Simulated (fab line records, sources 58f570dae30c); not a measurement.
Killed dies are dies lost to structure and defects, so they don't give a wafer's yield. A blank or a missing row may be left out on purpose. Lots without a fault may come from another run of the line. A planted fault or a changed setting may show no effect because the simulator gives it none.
A struck lot beside a sound one | flow berkeley_cmos170 | 17 steps out of a route of 331
Sound: wafers L707.1, L707.3, L707.5. Struck: wafers L709.2, L709.4. (L709.1 of the same lot was not struck and is left out.) The cause comes at the end.
At each step with rows: each side's tool, then ch and its chambers, then its first start. Under that, the readings that differ: sound wafers | struck wafers | difference of the means | sigmas: that difference in standard deviations of wafers without a fault.
alike: readings whose means differ by less than 2 such deviations, and words and numbers that are the same on both sides. not compared: withheld readings, readings that some wafer has no value for, bounds like >300 that may hide the same value, and numbers for which the record gives no deviation and whose values overlap.
The two part at a step that has a row with sigmas, a row that says differs or no value, or rows on one side only. Numbers that don't overlap but have no deviation are shown without sigmas and don't part them. A reading that every wafer of one side lacks parts them only if that side has two wafers or more.

first, 1 step without rows for these wafers: UCB170_M3_SOFTBAKE_06 (time 60 s).
UCB170_M3_STRIP_07: strips in O2.
  sound on plasma_asher-02 ch 0,1, day 10 16:06; struck on plasma_asher-02 ch 0, day 10 17:27
  alike: drypump_motor_current_A, oes_product_au, strip_time_to_endpoint_s
  not compared: rf_hours_counter_h
then, 7 steps without rows for these wafers: UCB170_M3_STRIP_08 (strips KrF in DMSO, time 600 s); UCB170_M3_COAT_09; UCB170_M3_COAT_10 (resist thk 900 nm); UCB170_M3_SOFTBAKE_11 (time 60 s); UCB170_M3_EXPOSE_12 (exposes mask METAL3, target cd 700 nm); UCB170_M3_PEB_13; UCB170_M3_DEVELOP_14 (develop time 45.91 s).
UCB170_M3_CD_MEAS_15: target cd 700 nm.
  sound on cd_sem-02, day 10 18:11; struck on cd_sem-01, day 10 19:46
  alike: cd_nm
UCB170_M3_OVL_MEAS_16:
  sound on overlay-01, day 10 18:18; struck on overlay-02, day 10 19:53
  reading     | sound    | struck | difference | sigmas
  M3_OVL (nm) | -7 -3 -8 | 1 10   | +12        | +2
UCB170_M3_ETCH_17: etches BARC in N2/H2.
  sound on rie_diel-01 ch 1,2,3, day 10 18:20; struck on rie_diel-01 ch 0,1, day 10 19:55
  alike: drypump_motor_current_A, oes_product_au, rf_fwd_power_W, throttle_valve_pct
UCB170_M3_METAL_ETCH_18: etches Al in Cl2/BCl3, stops on SiO2, target depth 1170 nm, time 195 s.
  sound on rie_metal-03 ch 0,1, day 10 18:22; struck on rie_metal-02 ch 0, day 10 19:58
  reading                             | sound             | struck      | difference | sigmas
  oes_product_au (a.u.)               | 0.855 0.864 0.874 | 0.806 0.788 | -0.067     | -6
  rf_fwd_power_W (W)                  | 597.6 597.2 596.1 | 359.3 357.8 | -238.4     | -99 or more
  model.KrF_of_M3_COAT_10.thk_nm (nm) | 190.5 241.5 237.7 | 454.5 456.8 | +232.4     |
  model.M3.feature_depth_nm (nm)      | 956.1 950.9 952.6 | 759.1 756.1 | -195.6     |
  model.etch.depth_nm (nm)            | 899 896.7 898.3   | 759.1 756.1 | -140.4     |
  alike: drypump_motor_current_A, throttle_valve_pct
  not compared: rf_hours_counter_h
UCB170_M3_STRIP_19: strips in O2.
  sound on plasma_asher-01 ch 0,1, day 10 18:34; struck on plasma_asher-03 ch 0, day 10 20:09
  reading               | sound             | struck      | difference | sigmas
  oes_product_au (a.u.) | 0.516 0.573 0.577 | 0.713 0.725 | +0.164     | +8
  alike: drypump_motor_current_A
  not compared: rf_hours_counter_h
UCB170_M3_CD_MEAS_90: target cd 700 nm.
  sound on cd_sem-02, day 10 18:41; struck on cd_sem-02, day 10 20:15
  reading    | sound       | struck  | difference | sigmas
  cd_nm (nm) | 690 698 701 | 723 722 | +26        | +5
UCB170_M3_BOW_MEAS_20:
  sound on film_metro-04, day 10 18:48; struck on film_metro-04, day 10 20:22
  alike: M3_BOW
UCB170_M3_PROBE_99:
  sound on prober-01, day 10 18:55; struck on prober-01, day 10 20:32
  reading                           | sound | struck | difference | sigmas
  model.etest.antenna_m2.short      | 0 0 0 | 1 1    | +1         |
  model.etest.antenna_m3.short      | 0 0 0 | 1 1    | +1         |
  model.etest.antenna_m2.over_limit | 0 0 0 | 1 1    | +1         |
  model.etest.antenna_m3.over_limit | 0 0 0 | 1 1    | +1         |

WHERE THEY PART
First at UCB170_M3_OVL_MEAS_16; last, within this record, at UCB170_M3_CD_MEAS_90. Later steps at which nothing parts them and some readings are alike: UCB170_M3_BOW_MEAS_20.

WHY: what the simulator had put in
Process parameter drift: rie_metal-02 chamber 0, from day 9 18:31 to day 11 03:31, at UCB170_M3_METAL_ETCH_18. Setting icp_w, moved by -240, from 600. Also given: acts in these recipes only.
